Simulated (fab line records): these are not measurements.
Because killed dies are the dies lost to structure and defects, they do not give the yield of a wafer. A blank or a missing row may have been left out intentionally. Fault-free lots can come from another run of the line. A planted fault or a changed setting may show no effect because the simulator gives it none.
A struck lot beside a sound one    flow rit_cmos    15 steps out of a route of 202
Sound: the wafers L820.1, L820.4, L820.6. Struck: wafers L837.2, L837.3, L837.4. The cause is named last.
Order at every step that has rows: each side's tool, ch and its chambers, its first start. Under that, the readings that differ: sound wafers    struck wafers    difference of the means    sigmas: that difference in standard deviations of wafers without a fault.
alike: a reading whose means differ by less than 2 such deviations, as well as words and numbers matching on both sides. not compared: withheld readings; readings where some wafer has no value; bounds like >300 that might hide an equal value; numbers whose values overlap and for which the record gives no deviation.
Wherever a step has rows on one side only, a row that says differs or no value, or a row with sigmas, the two part there. Numbers that have no deviation but don't overlap get no sigmas and don't part them. Lack of a reading on every wafer of one side parts them only where that side has two or more wafers.

first, 5 steps without rows for these wafers: RIT_M1_COAT_04 (resist thk 1300 nm); RIT_M1_SOFTBAKE_05 (time 60 s); RIT_M1_EXPOSE_06 (exposes mask M12, target cd 2600 nm); RIT_M1_PEB_07; RIT_M1_DEVELOP_08 (develop time 68 s).
RIT_M1_CD_MEAS_09 targets a cd of 2600 nm.
  sound: cd_sem-02 at day 3 16:44; struck: cd_sem-02 at day 7 06:02
  alike: cd_nm
RIT_M1_OVL_MEAS_10:
  sound: overlay-01 at day 3 16:52; struck: overlay-02 at day 7 06:08
  alike: M1_OVL
then, 1 step without rows for these wafers: RIT_M1_HARDBAKE_11 (time 120 s).
RIT_M1_METAL_ETCH_12: etches Al in Cl2/BCl3, stops on SiO2, time 171.1 s, target depth 600 nm.
  sound on rie_metal-02 ch 1, day 3 17:09; struck on rie_metal-03 ch 0,1, day 7 06:25
  alike: drypump_motor_current_A, oes_product_au, throttle_valve_pct
  not compared: rf_hours_counter_h
then, 1 step without rows for these wafers: RIT_M1_STRIP_13 (strips in nmp, time 600 s).
RIT_M1_STRIP_14: strips in O2, time 180 s.
  sound on plasma_asher-01 ch 0,1, day 3 17:29; struck on plasma_asher-03 ch 0,1, day 7 06:45
reading                      sound        struck       difference  sigmas
drypump_motor_current_A (A)  4.9 5.0 5.0  5.8 6.3 5.8  +1.0        +2
  not compared: rf_hours_counter_h
RIT_M1_CD_MEAS_90 targets a cd of 2600 nm.
  sound: cd_sem-02 at day 3 17:40; struck: cd_sem-02 at day 7 06:57
  alike: cd_nm
RIT_M1_ANNEAL_15: time 1800 s.
  sound on furnace-02 ch 0, day 3 17:47; struck on furnace-02 ch 0, day 7 07:07
reading                    sound                 struck                difference  sigmas
spike_tc_centre_C (C)      451.6 451.6 452.1     390.6 391.2 390.7     -60.9       -63
spike_tc_load_C (C)        470.7 471.1 469.8     411.2 411.1 410.0     -59.8       -65
spike_tc_source_C (C)      466.4 464.7 465.8     404.1 403.5 404.8     -61.5       -62
tube_center_temp_C (C)     450 449.98 449.99     389.96 390 389.97     -60.01      -99 or more
tube_center_temp_C_max     451.14 451.16 451.10  391.03 391.18 390.96  -60.08      -99 or more
zone_power_centre_pct (%)  18.88 19.22 19.31     16.36 16.20 16.06     -2.93       -16
zone_power_load_pct (%)    6.99 6.91 7.01        5.39 5.45 5.43        -1.55       -23
zone_power_source_pct (%)  7.36 7.12 7.37        5.73 5.76 5.74        -1.54       -20
RIT_M1_BOW_MEAS_16:
  sound: film_metro-01 at day 3 19:17; struck: film_metro-01 at day 7 08:38
  alike: M1_BOW
RIT_M1_PROBE_99:
  sound: prober-01 at day 3 19:24; struck: prober-02 at day 7 08:47
reading                                    sound                 struck                difference  sigmas
model.etest.contact_npoly.rc_ohm           1.392 1.375 1.414     2.759 2.81 2.807      +1.398      
model.etest.contact_ppoly.rc_ohm           1.454 1.443 1.43      2.748 2.707 2.847     +1.325      
model.etest.contact_nplus.rc_ohm           1.398 1.426 1.366     2.652 2.725 2.637     +1.275      
model.etest.contact_pplus.rc_ohm           1.405 1.427 1.436     2.73 2.734 2.65       +1.28       
model.etest.nmos_0p15.junction_log10_a_um  -13.53 -13.46 -13.61  -13.78 -13.95 -13.77  -0.30       
  alike: defect_limited_yield, killed_at_contacts, killed_at_front_end, killed_dies, killed_open, killed_short, sort_bin_3_pad_short, sort_bin_5_function, sort_bin_6_memory, sort_n_pass, sort_yield_pct

== WHERE THEY PART ==
Earliest at RIT_M1_STRIP_14; latest, in this record, at RIT_M1_ANNEAL_15. Later steps at which nothing parts them and some readings are alike: RIT_M1_BOW_MEAS_16, RIT_M1_PROBE_99.

WHY: the cause the simulator had injected
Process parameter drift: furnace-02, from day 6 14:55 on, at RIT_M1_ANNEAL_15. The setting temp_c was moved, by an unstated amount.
